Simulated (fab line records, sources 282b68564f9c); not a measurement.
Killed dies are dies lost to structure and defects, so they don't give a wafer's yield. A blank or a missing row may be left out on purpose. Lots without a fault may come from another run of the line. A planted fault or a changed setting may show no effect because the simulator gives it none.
A struck lot beside a sound one | flow rit_cmos | 18 steps out of a route of 202
Sound: wafers L418.1, L418.2, L418.3. Struck: wafers L435.2, L435.6. (L435.5 of the same lot was not struck and is left out.) The cause comes at the end.
At each step with rows: each side's tool, then ch and its chambers, then its first start. Under that, the readings that differ: sound wafers | struck wafers | difference of the means | sigmas: that difference in standard deviations of wafers without a fault.
alike: readings whose means differ by less than 2 such deviations, and words and numbers that are the same on both sides. not compared: withheld readings, readings that some wafer has no value for, bounds like >300 that may hide the same value, and numbers for which the record gives no deviation and whose values overlap.
The two part at a step that has a row with sigmas, a row that says differs or no value, or rows on one side only. Numbers that don't overlap but have no deviation are shown without sigmas and don't part them. A reading that every wafer of one side lacks parts them only if that side has two wafers or more.

RIT_M1_SPUTTER_00: material Al, target thk 400 nm, time 500 s.
  sound on pvd_sputter-02, day 3 05:35; struck on pvd_sputter-04, day 6 18:52
  alike: throttle_valve_pct
RIT_M1_RS_MEAS_01: measures by four-point-probe.
  sound on film_metro-02, day 3 05:53; struck on film_metro-03, day 6 19:11
  alike: M1_AL_RS
RIT_M1_THK_MEAS_02: measures by xrf.
  sound on film_metro-02, day 3 06:01; struck on film_metro-03, day 6 19:17
  alike: M1_AL_THK
then, 6 steps without rows for these wafers: RIT_M1_HMDS_03 (prime time 60 s); RIT_M1_COAT_04 (resist thk 1300 nm); RIT_M1_SOFTBAKE_05 (time 60 s); RIT_M1_EXPOSE_06 (exposes mask M12, target cd 2600 nm); RIT_M1_PEB_07; RIT_M1_DEVELOP_08 (develop time 68 s).
RIT_M1_CD_MEAS_09: target cd 2600 nm.
  sound on cd_sem-02, day 3 07:04; struck on cd_sem-02, day 6 20:22
  alike: cd_nm
RIT_M1_OVL_MEAS_10:
  sound on overlay-02, day 3 07:11; struck on overlay-01, day 6 20:28
  alike: M1_OVL
then, 1 step without rows for these wafers: RIT_M1_HARDBAKE_11 (time 120 s).
RIT_M1_METAL_ETCH_12: etches Al in Cl2/BCl3, stops on SiO2, time 165 s, target depth 600 nm.
  sound on rie_metal-02 ch 0,1, day 3 07:29; struck on rie_metal-01 ch 0, day 6 20:45
  reading                                  | sound             | struck      | difference | sigmas
  model.NOVOLAK_of_M1_COAT_04.thk_nm (nm)  | 809.3 813.6 810.1 | 690.2 691.7 | -120.0     |
  model.SiO2_of_CONTACT_CVD_00.thk_nm (nm) | 376.6 378.2 373.2 | 353 360.2   | -19        |
  model.M1.feature_depth_nm (nm)           | 430 424 428.3     | 442.6 447.2 | +17.5      |
  alike: drypump_motor_current_A, he_backside_leak_sccm, mfc_cl2_sccm, oes_product_au, throttle_valve_pct
  not compared: rf_hours_counter_h
then, 1 step without rows for these wafers: RIT_M1_STRIP_13 (strips in nmp, time 600 s).
RIT_M1_STRIP_14: strips in O2, time 180 s.
  sound on plasma_asher-02 ch 0,1, day 3 07:49; struck on plasma_asher-02 ch 1, day 6 21:07
  alike: drypump_motor_current_A
  not compared: rf_hours_counter_h
RIT_M1_CD_MEAS_90: target cd 2600 nm.
  sound on cd_sem-02, day 3 07:59; struck on cd_sem-02, day 6 21:18
  reading    | sound                | struck        | difference | sigmas
  cd_nm (nm) | 2598.8 2598.0 2596.9 | 2591.2 2592.3 | -6.2       | -3
then, 1 step without rows for these wafers: RIT_M1_ANNEAL_15 (time 1800 s).
RIT_M1_PROBE_99:
  sound on prober-02, day 3 09:44; struck on prober-02, day 6 23:04
  reading                               | sound                         | struck            | difference | sigmas
  model.etest.antenna_m1.vt_shift_v (V) | -0.007182 -0.008811 -0.006585 | -0.01721 -0.01921 | -0.01068   |
  alike: defect_limited_yield, killed_at_contacts, killed_at_front_end, killed_dies, killed_open, killed_short, sort_bin_3_pad_short, sort_bin_5_function, sort_bin_6_memory, sort_n_pass, sort_yield_pct

WHERE THEY PART
Only at RIT_M1_CD_MEAS_90, within this record. Later steps at which nothing parts them and some readings are alike: RIT_M1_PROBE_99.

WHY: what the simulator had put in
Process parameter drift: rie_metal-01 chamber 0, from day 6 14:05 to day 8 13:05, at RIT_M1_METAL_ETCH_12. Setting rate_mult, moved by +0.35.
